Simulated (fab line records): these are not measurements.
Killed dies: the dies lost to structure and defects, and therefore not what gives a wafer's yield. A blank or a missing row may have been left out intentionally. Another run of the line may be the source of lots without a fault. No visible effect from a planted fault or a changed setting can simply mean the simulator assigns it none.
Which tool is to blame? + flow berkeley_cmos170 + 7 lots, 21 wafers sampled, at 3 steps of a route of 331

WHAT THE GAUGES READ, wafer by wafer
UCB170_SDANNEAL_RS_MEAS_02: measures by four-point-probe.
| lot  | measured     | on            | PSD_RS (ohm/sq)   |
|------|--------------|---------------|-------------------|
| L437 | day 6 11:35  | film_metro-02 | 75.92 75.55 75.98 |
| L440 | day 7 11:55  | film_metro-01 | 75.39 75.14 75.56 |
| L444 | day 8 14:49  | film_metro-03 | 77.31 76.97 77.38 |
| L452 | day 9 17:11  | film_metro-03 | 75.61 75.19 75.54 |
| L454 | day 10 07:43 | film_metro-01 | 75.41 74.90 75.02 |
| L457 | day 11 09:33 | film_metro-01 | 75.58 75.53 75.74 |
| L458 | day 11 09:29 | film_metro-03 | 76.08 75.65 75.76 |

WHAT TOOL EACH LOT RAN ON (gives the tool, then ch and the chambers of the sampled wafers, and finally the start)
| lot  | UCB170_PSD_IMPLANT_08           | UCB170_PSD_STRIP_09                  |
|------|---------------------------------|--------------------------------------|
| L437 | implanter-04 ch 0, day 6 08:21  | plasma_asher-03 ch 0,1, day 6 08:30  |
| L440 | implanter-02 ch 0, day 7 08:43  | plasma_asher-02 ch 0,1, day 7 08:52  |
| L444 | implanter-04 ch 0, day 8 11:22  | plasma_asher-03 ch 0,1, day 8 11:31  |
| L452 | implanter-01 ch 0, day 9 13:51  | plasma_asher-01 ch 1, day 9 14:04    |
| L454 | implanter-01 ch 0, day 10 03:49 | plasma_asher-03 ch 0,1, day 10 03:56 |
| L457 | implanter-02 ch 0, day 11 03:59 | plasma_asher-02 ch 0,1, day 11 04:06 |
| L458 | implanter-02 ch 0, day 11 04:17 | plasma_asher-02 ch 0, day 11 04:26   |
- UCB170_PSD_IMPLANT_08
- UCB170_PSD_STRIP_09: strips in O2.

THE ANSWER, worked out from the rows above alone
Rule: the lots themselves supply what counts as usual. The widest of any qualifying gaps counts: lots, ordered by their means at a reading, are off when they make up no more than a third of the lots, leave a main group of 4 or more, and stand apart from it by 3 or more times the standard deviation of that group's means. Not used: any main group whose means are identical at the precision the tables above print for the reading. A lot without any number at a reading at which 4 lots or more have one is off too. The other lots that the step has rows for count as sound.
Off: at UCB170_SDANNEAL_RS_MEAS_02 (PSD_RS), L444. The main group: mean 75.53 ohm/sq, standard deviation 0.26.
A tool fits if, at a process step before that reading, it ran every lot that is off, and no sound lot after the first of them. Those tools and the gauges at UCB170_SDANNEAL_RS_MEAS_02 are tried in the same way. One fits: UCB170_PSD_IMPLANT_08 on implanter-04. Its last sound lot is L437 (day 6 08:21), its first lot that is off L444 (day 8 11:22): a fault that began between those two fits.

WHAT HAD BEEN PUT IN BY THE SIMULATOR
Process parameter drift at UCB170_PSD_IMPLANT_08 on implanter-04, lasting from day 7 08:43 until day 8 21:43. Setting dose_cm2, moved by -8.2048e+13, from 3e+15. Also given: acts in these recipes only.
Shown lots that were struck: L444. The same result came from the rule above.
